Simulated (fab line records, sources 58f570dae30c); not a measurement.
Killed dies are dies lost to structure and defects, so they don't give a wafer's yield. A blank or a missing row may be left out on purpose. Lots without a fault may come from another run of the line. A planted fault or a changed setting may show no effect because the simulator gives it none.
Problem report in the 8D (eight disciplines) form, filled by code | flow berkeley_cmos170 | the parts of the form that need people (team, actions taken, sign-off) are left out

1. THE PROBLEM
cd_nm at UCB170_M2_CD_MEAS_90 reads a mean of 683.6 nm on 6 wafers of 2 lots; wafers without a fault read 699.5 nm with a standard deviation of 2.8. That is -5.7 standard deviations from the usual mean.
The step: target cd 700 nm.
First seen on wafer L197.1, day 12 01:43, on cd_sem-01. The record holds 42 wafers of 14 lots with a number at this step. Rule for "out", or "out of limits": more than 4 standard deviations from the usual mean. The other wafers with a number count as sound.

2. WHAT IT IS AND WHAT IT IS NOT
question                    | is                     | is not
which readings at this step | cd_nm                  | -
which lots                  | L197, L198             | L183, L184, L186, L187, L188, L189, L190, L199, L201, L202, L205, L206
which wafers of those lots  | all that have a number | -
read on which gauges        | cd_sem-01, cd_sem-02   | -
when                        | from day 12 01:43      | up to then (21 sound wafers); but 15 sound wafers of L199, L201, L202, L205, L206 came after

3. SUSPECTS, AND WHAT RULES EACH OUT
Counting: a tool at a process step up to the reading stays a suspect if it ran every lot that is out and no sound lot after the first of them.
- the gauge at UCB170_M2_CD_MEAS_90: ruled out. The wafers that are out were read on 2 gauges (cd_sem-01, cd_sem-02).
- rie_metal-01 at UCB170_M2_METAL_ETCH_18 (etches Al in Cl2/BCl3, stops on SiO2, target depth 1170 nm, time 195 s): kept. It ran every lot that is out, first L197 (day 12 01:26), and no sound lot after that; its last sound lot up to then is L190 (day 10 08:37).
- plasma_asher-04 at UCB170_M2_STRIP_19 (strips in O2): ruled out as a lasting fault. Sound lots L202 ran on it after its first lot that is out, L197 (day 12 01:37).
Left after counting: rie_metal-01 at UCB170_M2_METAL_ETCH_18.

4. THE CAUSE (what the simulator had put in)
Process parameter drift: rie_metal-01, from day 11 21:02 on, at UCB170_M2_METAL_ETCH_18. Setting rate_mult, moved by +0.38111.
Counting left only this tool.

5. THE CHAIN OF EFFECTS, in route order
Each row: a reading whose mean over the struck wafers that have a number lies more than 3 standard deviations from the usual. Only readings for which the record gives a usual standard deviation are gone through. hours: the time from each lot's start at the first step in this table that gives one to its start at this step, as a median over the lots. sigmas: the change in usual standard deviations.
hours | step                 | reading        | usual      | on struck wafers | change | sigmas
0     | UCB170_M2_STRIP_19   | oes_product_au | 0.549 a.u. | 0.308            | -0.241 | -14
0     | UCB170_M2_CD_MEAS_90 | cd_nm          | 699.5 nm   | 683.6            | -15.9  | -5.7
The process steps in it:
- UCB170_M2_STRIP_19: strips in O2.

6. WHAT WOULD HAVE CAUGHT IT SOONER
In this record the first reading out of limits at a measuring or inspecting step was taken at day 12 01:43, 5 hours after the fault began at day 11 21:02.
Of the tool readings at UCB170_M2_METAL_ETCH_18 for which the record gives a usual standard deviation, none was out on any struck wafer, so an alarm limit of 4 standard deviations on them would not have fired.
Of the lots that are out (2), L198 began UCB170_M2_METAL_ETCH_18 on rie_metal-01 after day 12 01:43. A hold on the tool at that time would have spared it.
